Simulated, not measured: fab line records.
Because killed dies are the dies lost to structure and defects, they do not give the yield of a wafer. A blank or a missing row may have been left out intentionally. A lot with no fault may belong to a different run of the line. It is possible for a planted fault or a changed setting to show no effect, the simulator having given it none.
Which of the tools did it?	flow rit-cmos	14 lots, 42 wafers sampled, at 3 steps of a route of 202

WHAT THE GAUGES READ, wafer by wafer
RIT_WELLDRIVE_RS_MEAS_01: a four-point-probe measurement. Usual: NWELL_RS typically reads 275.5 ohm/sq, with standard deviation 0.7.
lot	measured	on	NWELL_RS (ohm/sq)	flag
L875	day 2 23:11	film-metro-04	275.9 276.9 275.2	
L877	day 3 09:00	film-metro-04	276.5 275.8 275.7	
L879	day 3 17:59	film-metro-02	275.2 275.4 275.8	
L881	day 4 07:38	film-metro-01	346.1 345.8 346.3	OFF
L882	day 4 07:40	film-metro-04	346.8 346.1 346.1	OFF
L884	day 4 19:22	film-metro-02	275.8 276.1 275.7	
L886	day 5 03:19	film-metro-01	275.7 275.3 276.0	
L887	day 5 09:11	film-metro-01	276.1 276.7 277.6	
L888	day 5 14:16	film-metro-01	274.6 275.9 275.3	
L889	day 5 17:38	film-metro-02	274.3 274.8 274.2	
L891	day 6 04:47	film-metro-01	276.2 275.7 275.6	
L892	day 6 10:56	film-metro-01	276.0 275.9 275.2	
L894	day 6 23:04	film-metro-02	274.8 275.2 274.8	
L895	day 7 01:56	film-metro-01	275.7 276.5 275.7	

RIT_WELLDRIVE_RS_MEAS_02: a four-point-probe measurement. Usual: PWELL_RS typically reads 429.3 ohm/sq, with standard deviation 1.2.
lot	measured	on	PWELL_RS (ohm/sq)	flag
L875	day 2 23:18	film-metro-04	430.0 429.2 427.7	
L877	day 3 09:07	film-metro-04	427.5 428.9 429.4	
L879	day 3 18:07	film-metro-02	428.6 428.8 429.1	
L881	day 4 07:46	film-metro-01	493.9 493.5 496.6	OFF
L882	day 4 07:47	film-metro-04	495.8 493.5 495.8	OFF
L884	day 4 19:29	film-metro-02	430.0 429.3 429.0	
L886	day 5 03:26	film-metro-01	430.5 430.2 430.2	
L887	day 5 09:18	film-metro-01	430.1 429.7 429.9	
L888	day 5 14:23	film-metro-01	429.5 429.9 430.7	
L889	day 5 17:45	film-metro-02	431.1 429.3 431.7	
L891	day 6 04:55	film-metro-01	429.5 429.7 431.4	
L892	day 6 11:03	film-metro-01	428.5 427.9 427.8	
L894	day 6 23:11	film-metro-02	427.7 428.7 428.1	
L895	day 7 02:03	film-metro-01	429.7 429.5 429.3	

TOOL THAT RAN EACH LOT (tool first, then ch and the chambers of the sampled wafers, then the start)
lot	RIT_WELLDRIVE_ANNEAL_00
L875	furnace-01 ch 0, day 2 18:04
L877	furnace-01 ch 0, day 3 03:53
L879	furnace-04 ch 0, day 3 12:52
L881	furnace-01 ch 0, day 4 02:34
L882	furnace-01 ch 0, day 4 02:34
L884	furnace-04 ch 0, day 4 14:17
L886	furnace-04 ch 0, day 4 22:10
L887	furnace-04 ch 0, day 5 04:06
L888	furnace-04 ch 0, day 5 09:11
L889	furnace-03 ch 0, day 5 12:32
L891	furnace-04 ch 0, day 5 23:41
L892	furnace-04 ch 0, day 6 05:50
L894	furnace-03 ch 0, day 6 17:58
L895	furnace-04 ch 0, day 6 20:51
- RIT_WELLDRIVE_ANNEAL_00: time 14700 s.

WHAT THE TOOLS THEMSELVES READ (means of the sampled wafers that have a number; where no wafer has one, the mark that the record gives instead)
RIT_WELLDRIVE_ANNEAL_00. Usual: spike-tc-centre-C 1102.1 C, standard deviation 1.2; spike-tc-load-C 1127.5 C, standard deviation 2.8; spike-tc-source-C 1126.3 C, standard deviation 1.1; tube-center-temp-C 1100 C, standard deviation 0.11; tube_center_temp_C_max 1102.9, standard deviation 0.43.
lot	tool	spike-tc-centre-C (C)	spike-tc-load-C (C)	spike-tc-source-C (C)	tube-center-temp-C (C)	tube_center_temp_C_max	flag
L875	furnace-01	1102.2	1130.6	1127.0	1100	1102.7	
L877	furnace-01	1103.3	1130.8	1126.7	1100	1103.4	
L879	furnace-04	1102.3	1123.5	1127.2	1100	1102.6	
L881	furnace-01	1043.4	1069.9	1065.8	1040	1043.5	OFF
L882	furnace-01	1043.2	1070.1	1066.4	1040	1043.1	OFF
L884	furnace-04	1101.5	1123.7	1126.9	1100	1103.2	
L886	furnace-04	1102.1	1124.3	1126.7	1100	1102.6	
L887	furnace-04	1102.4	1125.0	1127.3	1100	1102.8	
L888	furnace-04	1102.3	1124.0	1126.9	1100	1102.7	
L889	furnace-03	1102.1	1128.4	1124.4	1100	1102.9	
L891	furnace-04	1101.1	1124.2	1127.8	1100	1103.0	
L892	furnace-04	1102.0	1123.4	1126.3	1100	1103.2	
L894	furnace-03	1101.6	1128.9	1125.3	1100	1102.6	
L895	furnace-04	1102.5	1123.6	1127.0	1100	1102.9	

THE ANSWER, worked out from the rows above alone
Rule: take the mean of a lot's wafers that have a number; if it is more than 3 standard deviations from the usual mean, the lot is off. A lot without any number at a reading at which 4 lots or more have one is off too. The other lots that the step has rows for count as sound. After the gauges, taken in route order, come the tools' own readings; for these a lot's mean is taken, as printed above. The first step at which some lot is off is used, and at that step the reading that is off furthest; a lot without a number counts as furthest.
Off: L881, L882, seen at RIT_WELLDRIVE_RS_MEAS_01 (NWELL_RS).
A tool fits if, at a process step before that reading, it ran every lot that is off, and no sound lot after the first of them. Not tried: the gauges at RIT_WELLDRIVE_RS_MEAS_01; whatever is off there is also off at RIT_WELLDRIVE_ANNEAL_00, on other tools, and gauge error can't account for it. One candidate fits, namely furnace-01 at RIT_WELLDRIVE_ANNEAL_00. Its last sound lot is L877 (day 3 03:53), its first lot that is off L881 (day 4 02:34): a fault that began between those two fits.
The tool's own readings at RIT_WELLDRIVE_ANNEAL_00 bear it out: on the lots that are off they differ by more than 5 times the standard deviation of the sound lots' means. spike-tc-centre-C reads 1043.3 C there against 1102.1 C on the sound lots; spike-tc-load-C reads 1070.0 C there against 1125.9 C on the sound lots; spike-tc-source-C reads 1066.1 C there against 1126.6 C on the sound lots; tube-center-temp-C reads 1040 C there against 1100 C on the sound lots; tube_center_temp_C_max reads 1043.3 there against 1102.9 on the sound lots.

WHAT HAD BEEN PUT IN BY THE SIMULATOR
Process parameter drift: furnace-01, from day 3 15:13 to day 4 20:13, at RIT_WELLDRIVE_ANNEAL_00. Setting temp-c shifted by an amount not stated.
Struck lots among those shown: L881, L882. This agrees with what the rule above found.
